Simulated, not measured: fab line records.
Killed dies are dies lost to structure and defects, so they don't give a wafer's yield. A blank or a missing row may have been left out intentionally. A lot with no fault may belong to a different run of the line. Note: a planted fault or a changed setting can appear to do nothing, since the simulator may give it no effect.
Code-filled problem report in 8D (eight disciplines) form / flow berkeley-cmos170 / the parts of the form that need people (team, actions taken, sign-off) are left out

1. PROBLEM STATEMENT
At UCB170_ACTIVE_DEVELOP_12, developer-temp-C averages 23.13 C over 6 wafers from 2 lots, while fault-free wafers read 21.02 C, standard deviation 0.096. Measured from the usual mean, that is +22 standard deviations.
The step: develop time 45 s.
First seen on wafer L599.1, day 8 02:00, on litho-track-04. Wafers with a number at this step in the record: 42, from 14 lots. The rule behind "out" and "out of limits": a value lying over 4 standard deviations away from the usual mean. The rest of the wafers with a number are treated as sound.

2. WHAT THIS IS AND IS NOT
question=which readings at this step | is=developer-temp-C | is not=-
question=which lots | is=L599, L602 | is not=L588, L591, L592, L593, L594, L595, L596, L597, L598, L600, L603, L606
question=which wafers of those lots | is=all that have a number | is not=-
question=read on which tools | is=litho-track-04 | is not=litho-track-01, litho-track-02
question=when | is=from day 8 02:00 | is not=up to then (30 sound wafers); but 6 sound wafers of L603, L606 came after

3. WHAT RULES OUT EACH SUSPECT
Counting: a tool stays on the suspect list if, at a process step up to the reading, it processed all lots that are out and no sound lot following the first of them.
- litho-track-04 at UCB170_ACTIVE_DEVELOP_12 (develop time 45 s): kept. All lots that are out passed through it, beginning with L599 at day 8 02:00, and no sound lot followed; its final sound lot before that point was L597 at day 8 01:00. Its own developer-temp-C readings are out on those wafers.
The count leaves litho-track-04 at UCB170_ACTIVE_DEVELOP_12.

4. THE CAUSE (what the simulator had put in)
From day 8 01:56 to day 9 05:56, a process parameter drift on litho-track-04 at UCB170_ACTIVE_DEVELOP_12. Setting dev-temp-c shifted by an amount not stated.
Counting left only this tool.

5. THE EFFECT CHAIN, in route order
Each row: a reading where the mean over the struck wafers with a number is more than 3 standard deviations away from the usual. Only readings whose record carries a usual standard deviation are examined. hours: median over the lots of the time between each lot's start at the first step of this table that gives one and its start at this step. sigmas: the change, counted in usual standard deviations.
hours=0; step=UCB170_ACTIVE_DEVELOP_12; reading=developer-temp-C; usual=21.02 C; on struck wafers=23.13; change=+2.11; sigmas=+22
The process steps in it:
- UCB170_ACTIVE_DEVELOP_12: develop time 45 s.
Later steps that measure or inspect, where all struck wafers having a row at the step show a number for every such reading and not one has moved that far: UCB170_M2_CD_MEAS_15, UCB170_M3_CD_MEAS_15, UCB170_M3_CD_MEAS_90.

6. WHAT WOULD HAVE CAUGHT IT SOONER
The fault began at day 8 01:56; the first out-of-limits reading in this record came at day 8 02:00, 0 hours later.
